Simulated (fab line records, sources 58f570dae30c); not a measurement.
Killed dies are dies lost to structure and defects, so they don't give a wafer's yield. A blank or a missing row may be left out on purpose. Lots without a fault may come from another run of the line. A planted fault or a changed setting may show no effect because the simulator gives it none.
Chamber matching | flow berkeley_cmos170 | UCB170_GATE_ETCH_15 on rie_si-02: 4 sister chambers
The step etches poly-Si in HBr/Cl2, stops on SiO2, time 56.3 s, target depth 278.2 nm. 8 wafers are shown with their chamber, then 10 later ones without.

WAFERS WITH THEIR CHAMBER
wafer  | chamber | drypump_motor_current_A (A) | throttle_valve_pct (%)
L215.5 | 1       | 4.9                         | 26.58
L215.6 | 2       | 5.5                         | 26.39
L214.6 | 0       | 6.2                         | 26.74
L217.3 | 3       | 6.5                         | 26.55
L217.4 | 1       | 4.9                         | 26.58
L217.5 | 2       | 5.5                         | 26.40
L224.2 | 0       | 6.2                         | 26.75
L224.3 | 3       | 6.4                         | 26.55

WAFERS WITHOUT THEIR CHAMBER
wafer  | drypump_motor_current_A (A) | throttle_valve_pct (%)
L224.4 | 4.9                         | 26.57
L230.2 | 6.5                         | 26.55
L230.3 | 4.9                         | 26.57
L230.6 | 5.5                         | 26.38
L231.2 | 6.2                         | 26.73
L231.5 | 4.9                         | 26.55
L231.6 | 6.2                         | 26.75
L233.1 | 5.5                         | 26.39
L233.3 | 4.9                         | 26.57
L233.6 | 4.9                         | 26.56

WHICH CHAMBER EACH WENT THROUGH
wafer  | from the rows above | in truth
L224.4 | 1                   | 1
L230.2 | 3                   | 3
L230.3 | 1                   | 1
L230.6 | 2                   | 2
L231.2 | 0                   | 0
L231.5 | 1                   | 1
L231.6 | 0                   | 0
L233.1 | 2                   | 2
L233.3 | 1                   | 1
L233.6 | 1                   | 1
Placed correctly: 10 of 10. Can't be placed from these rows: 0. Placed wrongly: 0.
How it was worked out, from the rows above alone: a wafer's distance from a chamber is the root of the sum, over the readings, of the square of ((its reading less the chamber's mean) divided by the reading's scatter). The wafer belongs to the nearest chamber; if the next one is less than 2 further off, it can't be placed. A chamber's mean is the mean of its shown wafers. The scatter: the root of (the sum of the squares of (reading less its chamber's mean) over the shown wafers, divided by (wafers less chambers)).
